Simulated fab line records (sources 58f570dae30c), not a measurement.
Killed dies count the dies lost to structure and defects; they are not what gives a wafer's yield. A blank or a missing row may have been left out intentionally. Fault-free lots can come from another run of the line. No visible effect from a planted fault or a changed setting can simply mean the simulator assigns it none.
Which tool did it? | flow berkeley cmos170 | 14 lots with 42 wafers sampled at 5 steps, on a route of 331 steps

WHAT EACH GAUGE READ, for each wafer
UCB170_ACTIVE_THK_MEAS_03. Usual: ACTIVE_OXIDE_THK typically reads 26.4 nm, with standard deviation 0.4.
lot  | measured    | on            | ACTIVE_OXIDE_THK (nm) | flag
L414 | day 4 20:52 | film metro-03 | 27.2 26.7 26.9        |
L415 | day 4 20:53 | film metro-01 | 26.3 26.0 25.8        |
L416 | day 4 20:53 | film metro-04 | 26.8 27.2 26.9        |
L418 | day 5 08:14 | film metro-03 | 26.9 26.8 26.6        |
L420 | day 6 02:35 | film metro-03 | 26.0 25.9 26.2        |
L423 | day 6 15:17 | film metro-04 | 26.7 26.7 26.7        |
L424 | day 6 15:17 | film metro-03 | 26.6 26.7 26.3        |
L422 | day 7 04:04 | film metro-01 | 26.4 26.6 26.4        |
L429 | day 7 20:34 | film metro-04 | 26.8 27.0 26.7        |
L430 | day 7 20:34 | film metro-03 | 26.3 26.7 26.8        |
L431 | day 8 04:47 | film metro-03 | 26.4 26.6 26.1        |
L432 | day 8 16:58 | film metro-01 | 25.7 26.4 26.1        |
L435 | day 8 16:54 | film metro-03 | 26.7 26.5 26.0        |
L436 | day 9 08:11 | film metro-01 | 26.3 26.4 26.3        |

UCB170_ACTIVE_CD_MEAS_13 targets a cd of 1200 nm. Usual: cd nm at 1199.6 nm, with a standard deviation of 1.5.
lot  | measured    | on        | cd nm (nm)           | flag
L414 | day 5 06:04 | cd sem-02 | 1198.5 1196.8 1198.3 |
L415 | day 5 05:32 | cd sem-01 | 1200.3 1200.6 1199.6 |
L416 | day 5 05:49 | cd sem-02 | 1198.9 1199.5 1199.2 |
L418 | day 5 20:15 | cd sem-02 | 1196.6 1197.9 1198.0 |
L420 | day 6 11:34 | cd sem-01 | 1199.1 1200.6 1200.2 |
L423 | day 7 00:32 | cd sem-02 | 1200.2 1197.7 1198.9 |
L424 | day 7 00:25 | cd sem-02 | 1202.7 1201.0 1201.0 |
L422 | day 7 17:14 | cd sem-01 | 1202.2 1203.2 1201.5 |
L429 | day 8 05:25 | cd sem-02 | 1199.4 1198.9 1198.8 |
L430 | day 8 05:23 | cd sem-01 | 1198.6 1199.1 1198.9 |
L431 | day 8 14:55 | cd sem-02 | 1198.2 1198.5 1198.7 |
L432 | day 9 06:16 | cd sem-01 | 1202.7 1200.4 1201.1 |
L435 | day 9 05:26 | cd sem-01 | 1200.9 1202.5 1202.6 |
L436 | day 9 21:40 | cd sem-02 | 1201.6 1200.7 1201.2 |

TOOL THAT RAN EACH LOT (tool first, then ch and the chambers of the sampled wafers, then the start)
lot  | UCB170_NWELL_COAT_07             | UCB170_NWELL_STRIP_15               | UCB170_PWELL_STRIP_16
L414 | litho track-03 ch 0, day 2 15:21 | plasma asher-02 ch 0,1, day 2 16:56 | plasma asher-02 ch 0,1, day 3 15:40
L415 | litho track-02 ch 0, day 2 22:58 | plasma asher-03 ch 0,1, day 3 00:12 | plasma asher-02 ch 0,1, day 3 23:20
L416 | litho track-03 ch 0, day 2 22:58 | plasma asher-01 ch 0,1, day 2 23:55 | plasma asher-01 ch 0,1, day 3 23:06
L418 | litho track-03 ch 0, day 3 14:11 | plasma asher-03 ch 0,1, day 3 15:28 | plasma asher-01 ch 0,1, day 4 12:13
L420 | litho track-02 ch 0, day 3 23:26 | plasma asher-03 ch 0,1, day 4 01:32 | plasma asher-01 ch 0,1, day 4 22:19
L423 | litho track-02 ch 0, day 4 19:43 | plasma asher-02 ch 0,1, day 4 21:18 | plasma asher-02 ch 0,1, day 5 16:42
L424 | litho track-02 ch 0, day 4 20:10 | plasma asher-02 ch 0,1, day 4 21:35 | plasma asher-02 ch 0,1, day 5 16:16
L422 | litho track-03 ch 0, day 4 20:31 | plasma asher-02 ch 0,1, day 4 21:51 | plasma asher-02 ch 0,1, day 5 22:41
L429 | litho track-01 ch 0, day 5 18:53 | plasma asher-03 ch 0, day 5 20:11   | plasma asher-01 ch 0,1, day 6 18:35
L430 | litho track-01 ch 0, day 6 01:29 | plasma asher-03 ch 0,1, day 6 02:35 | plasma asher-02 ch 0,1, day 6 21:17
L431 | litho track-01 ch 0, day 6 04:25 | plasma asher-01 ch 0,1, day 6 05:23 | plasma asher-01 ch 0,1, day 7 06:03
L432 | litho track-01 ch 0, day 6 14:17 | plasma asher-02 ch 0,1, day 6 16:02 | plasma asher-02 ch 0,1, day 7 16:38
L435 | litho track-03 ch 0, day 7 01:23 | plasma asher-01 ch 0,1, day 7 02:33 | plasma asher-01 ch 0,1, day 7 16:48
L436 | litho track-01 ch 0, day 7 08:46 | plasma asher-02 ch 0,1, day 7 10:01 | plasma asher-02 ch 0,1, day 8 05:42
- UCB170_NWELL_COAT_07: resist thk 900 nm.
- UCB170_NWELL_STRIP_15: strips in O2.
- UCB170_PWELL_STRIP_16: strips in O2.

AS READ BY THE TOOLS THEMSELVES (means over the sampled wafers that have a number; for cases with no such wafer, the mark the record gives instead)
UCB170_NWELL_COAT_07. Usual: spin speed rpm at 1500.2 rpm, with a standard deviation of 1.1.
lot  | tool           | spin speed rpm (rpm) | flag
L414 | litho track-03 | 1501.1               |
L415 | litho track-02 | 1499.6               |
L416 | litho track-03 | 1500.7               |
L418 | litho track-03 | 1500.2               |
L420 | litho track-02 | 1500.4               |
L423 | litho track-02 | 1438.7               | OFF
L424 | litho track-02 | 1439.9               | OFF
L422 | litho track-03 | 1499.9               |
L429 | litho track-01 | 1499.4               |
L430 | litho track-01 | 1499.3               |
L431 | litho track-01 | 1502.1               |
L432 | litho track-01 | 1500.5               |
L435 | litho track-03 | 1499.8               |
L436 | litho track-01 | 1500.8               |

UCB170_NWELL_STRIP_15. Usual: drypump motor current A 5.7 A, standard deviation 0.45; oes product au 0.721 a.u., standard deviation 0.0046; strip time to endpoint s 18.07 s, standard deviation 0.067.
lot  | tool            | drypump motor current A (A) | oes product au (a.u.) | strip time to endpoint s (s) | flag
L414 | plasma asher-02 | 5.7                         | 0.721                 | 18.12                        |
L415 | plasma asher-03 | 5.6                         | 0.715                 | 18.07                        |
L416 | plasma asher-01 | 5.6                         | 0.724                 | 18.01                        |
L418 | plasma asher-03 | 5.5                         | 0.724                 | 18.07                        |
L420 | plasma asher-03 | 5.5                         | 0.717                 | 17.97                        |
L423 | plasma asher-02 | 6.1                         | 0.718                 | 18.58                        | OFF
L424 | plasma asher-02 | 5.7                         | 0.719                 | 18.46                        | OFF
L422 | plasma asher-02 | 5.7                         | 0.725                 | 18.06                        |
L429 | plasma asher-03 | 5.4                         | 0.725                 | 18.07                        |
L430 | plasma asher-03 | 5.5                         | 0.721                 | 18.08                        |
L431 | plasma asher-01 | 5.7                         | 0.719                 | 18.03                        |
L432 | plasma asher-02 | 6.1                         | 0.723                 | 18.05                        |
L435 | plasma asher-01 | 5.6                         | 0.721                 | 18.07                        |
L436 | plasma asher-02 | 5.7                         | 0.721                 | 18.16                        |

UCB170_PWELL_STRIP_16. Usual: drypump motor current A 5.7 A, standard deviation 0.48; oes product au 0.721 a.u., standard deviation 0.0045; strip time to endpoint s 18.09 s, standard deviation 0.081.
lot  | tool            | drypump motor current A (A) | oes product au (a.u.) | strip time to endpoint s (s) | flag
L414 | plasma asher-02 | 5.7                         | 0.720                 | 18.13                        |
L415 | plasma asher-02 | 5.7                         | 0.724                 | 18.29                        |
L416 | plasma asher-01 | 5.6                         | 0.724                 | 18.22                        |
L418 | plasma asher-01 | 5.7                         | 0.718                 | 18.15                        |
L420 | plasma asher-01 | 5.6                         | 0.722                 | 18.11                        |
L423 | plasma asher-02 | 6.1                         | 0.718                 | 18.05                        |
L424 | plasma asher-02 | 5.7                         | 0.719                 | 18.03                        |
L422 | plasma asher-02 | 6.1                         | 0.722                 | 18.01                        |
L429 | plasma asher-01 | 5.6                         | 0.720                 | 18.01                        |
L430 | plasma asher-02 | 5.7                         | 0.719                 | 18.05                        |
L431 | plasma asher-01 | 5.6                         | 0.716                 | 18.24                        |
L432 | plasma asher-02 | 5.7                         | 0.722                 | 18.16                        |
L435 | plasma asher-01 | 5.6                         | 0.723                 | 18.05                        |
L436 | plasma asher-02 | 5.7                         | 0.721                 | 18.11                        |

THE ANSWER, worked out from the rows above alone
Rule: lot off if the mean of its wafers having a number is beyond 3 standard deviations from the usual mean. A lot without any number at a reading at which 4 lots or more have one is off too. Where the step has rows for the other lots, those lots are counted as sound. First the gauges in route order, then the tools' own readings, where a lot's mean is used as printed above. At the first step where some lot is off, the reading lying furthest off is the one used; lots without a number count as furthest.
Off: L423, L424, at UCB170_NWELL_COAT_07 (spin speed rpm).
If a tool, at that step or one of the process steps before it, ran each lot that is off and ran no sound lot following the first of them, it fits. One candidate fits, namely litho track-02 at UCB170_NWELL_COAT_07. Its last sound lot is L420 (day 3 23:26), its first lot that is off L423 (day 4 19:43): a fault that began between those two fits.
The tool's own readings at UCB170_NWELL_COAT_07 bear it out: on the lots that are off they differ by more than 5 times the standard deviation of the sound lots' means. spin speed rpm reads 1439.3 rpm there against 1500.3 rpm on the sound lots.

WHAT THE SIMULATOR PUT IN
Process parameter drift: litho track-02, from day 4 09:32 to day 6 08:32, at UCB170_NWELL_COAT_07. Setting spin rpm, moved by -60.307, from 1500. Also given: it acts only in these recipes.
Struck lots among those shown: L423, L424. The rule above reached the same finding.
